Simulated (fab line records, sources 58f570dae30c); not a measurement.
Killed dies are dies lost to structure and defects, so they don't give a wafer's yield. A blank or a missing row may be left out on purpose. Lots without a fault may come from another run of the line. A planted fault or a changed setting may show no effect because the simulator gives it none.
One fault seen from 2 desks | flow berkeley_cmos170 | each desk has only its own numbers; what lay behind them comes last

THE METROLOGY DESK
What the gauges read, lot by lot, whatever tool the lot ran on: means of the sampled wafers that have a number. A lot is out of limits, marked OUT, if its mean lies more than 4 standard deviations from the usual mean; the brackets give that distance.
Columns: A = NVT_OVL at UCB170_NVT_OVL_MEAS_06, usual 3 nm; B = M3_BOW at UCB170_M3_BOW_MEAS_20, usual 35 um
lot  | first seen here | A  | B
L906 | day 6 14:26     | -2 | 34
L908 | day 7 03:07     | 6  | 32
L907 | day 7 03:27     | 3  | 27
L909 | day 7 03:31     | 6  | 36
L913 | day 7 20:29     | 4  | 44
L915 | day 8 13:43     | 10 | 31
L919 | day 8 14:15     | -2 | 30
L918 | day 8 14:32     | 2  | 32
L921 | day 9 04:02     | 9  | 36
L923 | day 10 03:40    | 10 | 35
L925 | day 10 11:41    | 6  | 25
L926 | day 10 11:43    | 2  | 40
L928 | day 11 06:43    | 1  | 36
L929 | day 11 06:59    | 0  | 32
This desk's finding: nothing out of limits on any of the 14 lots.

THE TOOL OWNER'S DESK: litho_track-01
The tool's own readings at UCB170_ZERO_COAT_01 (resist thk 900 nm): means of the sampled wafers that have a number, for each lot that ran on this tool. A lot is out of limits, marked OUT, if its mean lies more than 4 standard deviations from the usual mean; the brackets give that distance.
Columns: A = spin_speed_rpm at UCB170_ZERO_COAT_01, usual 1500.2 rpm
lot  | first seen here | A
L908 | day 2 09:07     | 1499.5
L915 | day 3 23:13     | 1431.7 (-75) OUT
L919 | day 4 10:54     | 1430.6 (-76) OUT
This desk's finding: out of limits on L915, L919; first on L915, day 3 23:13 (spin_speed_rpm at UCB170_ZERO_COAT_01). In limits: L908.

PUT TOGETHER
The tool owner's desk could have raised an alarm at day 3 23:13, on L915, L919.
The metrology desk saw nothing out of limits.
The metrology desk has L915, L919 on record, within its limits.
Of the lots named, all ran UCB170_ZERO_COAT_01 on litho_track-01.

WHAT THE SIMULATOR HAD PUT IN
Process parameter drift: litho_track-01, from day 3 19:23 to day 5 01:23, at UCB170_ZERO_COAT_01. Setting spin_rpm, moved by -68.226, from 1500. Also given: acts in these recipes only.
Lots struck among those shown: L915, L919.
Hours from the fault's start to each desk's first reading out of limits: the tool owner's desk, 4.
